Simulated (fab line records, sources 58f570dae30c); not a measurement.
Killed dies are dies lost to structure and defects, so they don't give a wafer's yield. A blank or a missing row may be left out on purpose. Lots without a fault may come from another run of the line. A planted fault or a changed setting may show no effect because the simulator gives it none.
Problem report in the 8D (eight disciplines) form, filled by code | flow berkeley_cmos170 | the parts of the form that need people (team, actions taken, sign-off) are left out

1. THE PROBLEM
PWELL_TW at UCB170_PWELL_TW_MEAS_17 reads a mean of 368.4 on 6 wafers of 2 lots; wafers without a fault read 379.7 with a standard deviation of 2.3. That is -4.9 standard deviations from the usual mean.
First seen on wafer L471.1, day 6 21:06, on film_metro-01. The record holds 42 wafers of 14 lots with a number at this step. Rule for "out", or "out of limits": more than 4 standard deviations from the usual mean. The other wafers with a number count as sound.

2. WHAT IT IS AND WHAT IT IS NOT
question                    | is                           | is not
which readings at this step | PWELL_TW                     | -
which lots                  | L471, L473                   | L454, L456, L457, L458, L459, L460, L461, L462, L463, L472, L475, L476
which wafers of those lots  | all that have a number       | -
read on which gauges        | film_metro-01, film_metro-02 | film_metro-04
when                        | from day 6 21:06             | up to then (27 sound wafers); but 9 sound wafers of L472, L475, L476 came after

3. SUSPECTS, AND WHAT RULES EACH OUT
Counting: a tool at a process step up to the reading stays a suspect if it ran every lot that is out and no sound lot after the first of them.
- the gauge at UCB170_PWELL_TW_MEAS_17: ruled out. The wafers that are out were read on 2 gauges (film_metro-01, film_metro-02).
- implanter-01 at UCB170_PWELL_IMPLANT_15: kept. It ran every lot that is out, first L471 (day 6 20:51), and no sound lot after that; its last sound lot up to then is L462 (day 5 01:19). Its own readings are out on those wafers: dose_ions_cm2.
Left after counting: implanter-01 at UCB170_PWELL_IMPLANT_15.

4. THE CAUSE (what the simulator had put in)
Process parameter drift: implanter-01, from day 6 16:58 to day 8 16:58, at UCB170_PWELL_IMPLANT_15. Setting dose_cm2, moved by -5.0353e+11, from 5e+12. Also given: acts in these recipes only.
Counting left only this tool.

5. THE CHAIN OF EFFECTS, in route order
Each row: a reading whose mean over the struck wafers that have a number lies more than 3 standard deviations from the usual. Only readings for which the record gives a usual standard deviation are gone through. hours: the time from each lot's start at the first step in this table that gives one to its start at this step, as a median over the lots. sigmas: the change in usual standard deviations.
hours | step                    | reading            | usual     | on struck wafers | change     | sigmas
0     | UCB170_PWELL_IMPLANT_15 | dose_ions_cm2      | 5.001e+12 | 4.497e+12        | -5.038e+11 | -90
0     | UCB170_PWELL_IMPLANT_15 | faraday_current_uA | 15.9      | 14.2             | -1.7       | -5.3
0     | UCB170_PWELL_TW_MEAS_17 | PWELL_TW           | 379.7     | 368.4            | -11.3      | -4.9
The process steps in it:
- UCB170_PWELL_IMPLANT_15

6. WHAT WOULD HAVE CAUGHT IT SOONER
In this record the first reading out of limits at a measuring or inspecting step was taken at day 6 21:06, 4 hours after the fault began at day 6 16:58.
The tool's own readings at UCB170_PWELL_IMPLANT_15 were out on every struck wafer that the step has a row for (dose_ions_cm2): an alarm limit on them would have fired on the first of those.
Of the lots that are out (2), L473 began UCB170_PWELL_IMPLANT_15 on implanter-01 after day 6 21:06. A hold on the tool at that time would have spared it.
